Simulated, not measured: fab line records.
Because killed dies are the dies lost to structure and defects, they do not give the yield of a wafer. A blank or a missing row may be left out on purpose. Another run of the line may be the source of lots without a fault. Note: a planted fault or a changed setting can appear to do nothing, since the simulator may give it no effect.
Struck lot and sound lot, side by side || flow berkeley-cmos170 || 37 out of 331 route steps
Sound: wafers L961.1, L961.3, L961.4. Wafers struck: L968.1, L968.2, L968.3. At the end, the cause is stated.
Each step with rows lists, per side, the tool, then ch with its chambers, then its first start. Under that, the readings that differ: sound wafers || struck wafers || difference of the means || sigmas: that difference in standard deviations of wafers without a fault.
alike: a reading whose means differ by less than 2 such deviations, as well as words and numbers matching on both sides. not compared: withheld readings; readings where some wafer has no value; bounds like >300 that might hide an equal value; numbers whose values overlap and for which the record gives no deviation.
A row with sigmas, a row that says differs or no value, or rows on one side alone: a step with any of these is where the two part. Non-overlapping numbers with no deviation appear without sigmas and do not part them. A reading missing from all wafers of one side parts the sides only when that side holds two or more wafers.

UCB170_SPACER_CVD_00: deposits SiO2 from TEOS/O2, target thk 376 nm, time 47 s.
  sound on pecvd-03 ch 0,1,2, day 8 21:48; struck on pecvd-02 ch 0,1,2, day 10 19:35
  alike: heater-power-w
UCB170_SPACER_THK_MEAS_01:
  struck on film-metro-01, day 10 19:38; sound on film-metro-03, day 8 21:50
  alike: SPACER_TEOS_THK
then, 1 step without rows for these wafers: UCB170_SPACER_ANNEAL_02 (time 1800 s).
UCB170_SPACER_ETCHBACK_03: etches SiO2 in CHF3/CF4/Ar, stops on Si, target depth 376 nm, time 100 s.
  sound on rie-diel-04 ch 0,1,2, day 9 03:58; struck on rie-diel-02 ch 0,1,3, day 11 01:40
  alike: drypump-motor-current-A, oes-product-au, throttle-valve-pct
  not compared: rf-hours-counter-h
then, 6 steps without rows for these wafers: UCB170_PSD_HMDS_00 (prime time 60 s); UCB170_PSD_COAT_01 (resist thk 900 nm); UCB170_PSD_SOFTBAKE_02 (time 60 s); UCB170_PSD_EXPOSE_03 (exposes mask PSELECT MOD, target cd 1200 nm); UCB170_PSD_PEB_04; UCB170_PSD_DEVELOP_05 (develop time 45 s).
UCB170_PSD_CD_MEAS_06: the cd target is 1200 nm.
  struck on cd-sem-01, day 11 03:11; sound on cd-sem-01, day 9 05:53
  alike: cd-nm
UCB170_PSD_OVL_MEAS_07:
  struck on overlay-01, day 11 03:19; sound on overlay-02, day 9 06:00
{"reading": "PSD_OVL (nm)", "sound": "12 -5 8", "struck": "0 -7 -8", "difference": -10, "sigmas": -2}
UCB170_PSD_IMPLANT_08:
  sound on implanter-04 ch 0, day 9 06:04; struck on implanter-04 ch 0, day 11 03:20
{"reading": "beam-energy-keV", "sound": "19.997 19.998 19.996", "struck": "16.775 16.779 16.767", "difference": -3.223, "sigmas": "-99 or more"}
{"reading": "model.implant.rp-nm (nm)", "sound": "67.16 67.16 67.16", "struck": "53.77 53.77 53.77", "difference": -13.39, "sigmas": ""}
{"reading": "model.implant.drp-nm (nm)", "sound": "28.34 28.34 28.34", "struck": "24.98 24.98 24.98", "difference": -3.36, "sigmas": ""}
UCB170_PSD_STRIP_09: strips in O2.
  sound on plasma-asher-01 ch 0,1, day 9 06:13; struck on plasma-asher-03 ch 0,1, day 11 03:29
{"reading": "oes-product-au (a.u.)", "sound": "0.604 0.598 0.603", "struck": "0.616 0.621 0.627", "difference": "+0.020", "sigmas": "+4"}
{"reading": "strip-time-to-endpoint-s (s)", "sound": "29.39 29.48 29.44", "struck": "27.84 27.88 27.89", "difference": -1.57, "sigmas": -19}
  alike: drypump-motor-current-A, o2-flow-sccm
  not compared: rf-hours-counter-h
UCB170_PSD_TW_MEAS_10:
  struck on film-metro-03, day 11 03:49; sound on film-metro-04, day 9 06:19
{"reading": "PSD_TW", "sound": "2303 2316 2316", "struck": "2245 2239 2242", "difference": -70, "sigmas": -3}
  not compared: hold
then, 6 steps without rows for these wafers: UCB170_NSD_HMDS_00 (prime time 60 s); UCB170_NSD_COAT_01 (resist thk 900 nm); UCB170_NSD_SOFTBAKE_02 (time 60 s); UCB170_NSD_EXPOSE_03 (exposes mask NSELECT MOD, target cd 1200 nm); UCB170_NSD_PEB_04; UCB170_NSD_DEVELOP_05 (develop time 45 s).
UCB170_NSD_CD_MEAS_06: the cd target is 1200 nm.
  struck on cd-sem-01, day 11 11:50; sound on cd-sem-01, day 9 08:01
  alike: cd-nm
UCB170_NSD_OVL_MEAS_07:
  struck on overlay-02, day 11 11:57; sound on overlay-02, day 9 08:08
  alike: NSD_OVL
then, 2 steps without rows for these wafers: UCB170_NSD_IMPLANT_08; UCB170_NSD_STRIP_09 (strips in O2).
UCB170_NSD_TW_MEAS_10:
  struck on film-metro-03, day 11 12:14; sound on film-metro-04, day 9 08:26
  alike: NSD_TW
then, 4 steps without rows for these wafers: UCB170_NSD_CLEAN_11 (cleans in SPM, time 600 s); UCB170_BACKSIDE_HMDS_00 (prime time 60 s); UCB170_BACKSIDE_COAT_01 (resist thk 900 nm); UCB170_BACKSIDE_SOFTBAKE_02 (time 60 s).
UCB170_BACKSIDE_STRIP_03: strips in O2.
  sound on plasma-asher-01 ch 0,1, day 9 09:28; struck on plasma-asher-03 ch 0,1, day 11 12:55
  alike: drypump-motor-current-A, o2-flow-sccm, oes-product-au, strip-time-to-endpoint-s
  not compared: rf-hours-counter-h
then, 1 step without rows for these wafers: UCB170_BACKSIDE_CLEAN_04 (cleans in SPM, time 600 s).
UCB170_SDANNEAL_RTA_00: time 10 s.
  sound on rtp-anneal-01 ch 0, day 9 09:58; struck on rtp-anneal-02 ch 0, day 11 13:12
{"reading": "lamp-power-pct (%)", "sound": "27.1 27.0 27.1", "struck": "25.0 25.1 25.1", "difference": -2.0, "sigmas": -2}
  alike: wafer_temp_C_max
UCB170_SDANNEAL_RTA_01: time 5 s.
  sound on rtp-anneal-01 ch 0, day 9 10:02; struck on rtp-anneal-02 ch 0, day 11 13:16
{"reading": "lamp-power-pct (%)", "sound": "41.8 41.8 41.8", "struck": "38.7 38.7 38.7", "difference": -3.1, "sigmas": -2}
  alike: wafer_temp_C_max
UCB170_SDANNEAL_RS_MEAS_02: measurement is done with a four-point probe.
  struck on film-metro-02, day 11 13:37; sound on film-metro-04, day 9 10:06
{"reading": "PSD_RS (ohm/sq)", "sound": "75.7 75.9 75.6", "struck": "78.1 77.9 78.1", "difference": "+2.3", "sigmas": "+7"}
  not compared: hold
UCB170_SDANNEAL_RS_MEAS_03: measurement is done with a four-point probe.
  struck on film-metro-02, day 11 15:14; sound on film-metro-04, day 9 10:13
{"reading": "hold", "sound": "- - -", "struck": "await-dispo/1.4h/release await-dispo/1.4h/release await-dispo/1.4h/release", "difference": "no value on the sound wafers", "sigmas": ""}
  alike: NSD_RS
UCB170_M3_PROBE_99:
  the record has rows for the struck wafers here (prober-02, day 12 13:34) and none for the sound ones

== WHERE THEY PART ==
At UCB170_PSD_OVL_MEAS_07 first; at UCB170_M3_PROBE_99 last (within this record only).

WHY: the cause the simulator had injected
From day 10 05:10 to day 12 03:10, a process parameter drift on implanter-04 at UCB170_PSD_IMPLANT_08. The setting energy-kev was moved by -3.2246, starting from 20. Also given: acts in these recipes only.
